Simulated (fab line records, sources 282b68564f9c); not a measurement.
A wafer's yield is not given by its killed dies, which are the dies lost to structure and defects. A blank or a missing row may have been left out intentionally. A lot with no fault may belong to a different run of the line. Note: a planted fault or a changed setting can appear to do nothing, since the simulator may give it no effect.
A struck lot beside a sound one	flow ritCmos	23 steps out of a route of 202
Sound: these wafers, L262.2, L262.3, L262.6. Wafers struck: L268.1, L268.3, L268.4. The cause is named last.
Per side, at each step with rows, come the tool, then ch with its chambers, and then its first start. Under that, the readings that differ: sound wafers	struck wafers	difference of the means	sigmas: that difference in standard deviations of wafers without a fault.
alike: a reading whose means differ by less than 2 such deviations, as well as words and numbers matching on both sides. not compared: withheld readings; readings where some wafer has no value; bounds like >300 that might hide an equal value; numbers whose values overlap and for which the record gives no deviation.
The two part at a step that has a row with sigmas, a row that says differs or no value, or rows on one side only. Numbers that have no deviation but don't overlap get no sigmas and don't part them. A reading missing from all wafers of one side parts the sides only when that side holds two or more wafers.

RIT_SDANNEAL_RS_MEAS_06: measures by four-point-probe.
  struck on filmMetro-04, day 5 16:47; sound on filmMetro-03, day 4 06:59
  alike: PLDD_RS
RIT_SDANNEAL_RS_MEAS_07: measures by four-point-probe.
  struck on filmMetro-04, day 5 16:55; sound on filmMetro-03, day 4 07:06
  alike: NLDD_RS
then, 1 step without rows for these wafers: RIT_SILICIDE_WET_ETCH_00 (etches SiO2 in BOE, target depth 14 nm, time 15 s).
RIT_SILICIDE_SPUTTER_01: material Ti, target thk 30 nm, time 240 s.
  struck on pvdSputter-01, day 5 17:02; sound on pvdSputter-01, day 4 07:13
  alike: throttleValvePct
RIT_SILICIDE_RS_MEAS_02: measures by four-point-probe.
  struck on filmMetro-03, day 5 17:11; sound on filmMetro-01, day 4 07:24
  alike: SILICIDE_TI_RS
RIT_SILICIDE_THK_MEAS_03: measures by xrf.
  struck on filmMetro-03, day 5 17:19; sound on filmMetro-01, day 4 07:31
  alike: SILICIDE_TI_THK
RIT_SILICIDE_RTA_04: time 10 s, ramp up 5 s, ramp down 5 s.
  sound on rtpAnneal-01 ch 0, day 4 07:34; struck on rtpAnneal-01 ch 0, day 5 17:22
  alike: wafer_temp_C_max
then, 1 step without rows for these wafers: RIT_SILICIDE_WET_ETCH_05 (etches Ti in SPM, time 120 s).
RIT_SILICIDE_RTA_06: time 10 s, ramp up 5 s, ramp down 10 s.
  sound on rtpAnneal-02 ch 0, day 4 07:41; struck on rtpAnneal-02 ch 0, day 5 17:29
  alike: wafer_temp_C_max
RIT_CONTACT_CVD_00: deposits SiO2 from TEOS, target thk 400 nm, time 61 s.
  sound on pecvd-03 ch 0,1, day 4 07:44; struck on pecvd-03 ch 0,1, day 5 17:33
  alike: heaterPowerW
RIT_CONTACT_THK_MEAS_01:
  struck on filmMetro-04, day 5 17:36; sound on filmMetro-04, day 4 07:48
  alike: CONTACT_TEOS_THK
then, 1 step without rows for these wafers: RIT_CONTACT_HMDS_02 (prime time 60 s).
RIT_CONTACT_COAT_03: resist thk 1000 nm.
  sound on lithoTrack-02 ch 0, day 4 08:02; struck on lithoTrack-02 ch 0, day 5 17:49
reading	sound	struck	difference	sigmas
spinSpeedRpm (rpm)	3250.9 3254.6 3251.7	3717.3 3714.6 3716.8	+463.8	+99 or more
model.NOVOLAK_of_CONTACT_COAT_03.thkNm (nm)	997.9 999.9 999	938.3 932.5 934.1	-64.0	
then, 4 steps without rows for these wafers: RIT_CONTACT_SOFTBAKE_04 (time 60 s); RIT_CONTACT_EXPOSE_05 (exposes mask M11, target cd 1000 nm); RIT_CONTACT_PEB_06; RIT_CONTACT_DEVELOP_07 (develop time 120 s).
RIT_CONTACT_CD_MEAS_08 targets a cd of 1000 nm.
  struck on cdSem-02, day 5 18:38; sound on cdSem-02, day 4 08:58
  alike: cdNm
  not compared: hold
RIT_CONTACT_OVL_MEAS_09:
  struck on overlay-02, day 5 18:45; sound on overlay-02, day 4 09:04
  alike: CONTACT_OVL
then, 1 step without rows for these wafers: RIT_CONTACT_HARDBAKE_10 (time 60 s).
RIT_CONTACT_ETCH_11: etches SiO2 in CHF3/CF4/Ar, stops on TiSi2, target depth 480 nm, time 320 s.
  sound on rieDiel-04 ch 0,2, day 4 09:18; struck on rieDiel-01 ch 0,2,3, day 5 18:56
reading	sound	struck	difference	sigmas
model.NOVOLAK_of_CONTACT_COAT_03.thkNm (nm)	768.8 774.3 772.7	713.2 714.9 713.2	-58.2	
  alike: drypumpMotorCurrentA, oesProductAu, throttleValvePct
  not compared: rfHoursCounterH, model.CONTACT.cdNm
RIT_CONTACT_STRIP_12: strips in O2, time 180 s.
  sound on plasmaAsher-03 ch 0,1, day 4 09:30; struck on plasmaAsher-03 ch 0,1, day 5 19:08
  alike: drypumpMotorCurrentA
  not compared: rfHoursCounterH
RIT_M1_PROBE_99:
  struck on prober-02, day 5 23:58; sound on prober-02, day 4 14:14
  alike: killedAtContacts, killedAtFrontEnd, killedDies, killedOpen, killedShort

## WHERE THEY PART
Only at RIT_CONTACT_COAT_03, within this record. Later steps at which nothing parts them and some readings are alike: RIT_CONTACT_CD_MEAS_08, RIT_CONTACT_OVL_MEAS_09, RIT_CONTACT_ETCH_11, RIT_CONTACT_STRIP_12, RIT_M1_PROBE_99.

WHY: what had been put in by the simulator
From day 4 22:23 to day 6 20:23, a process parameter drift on lithoTrack-02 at RIT_CONTACT_COAT_03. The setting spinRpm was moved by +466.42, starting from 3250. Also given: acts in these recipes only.
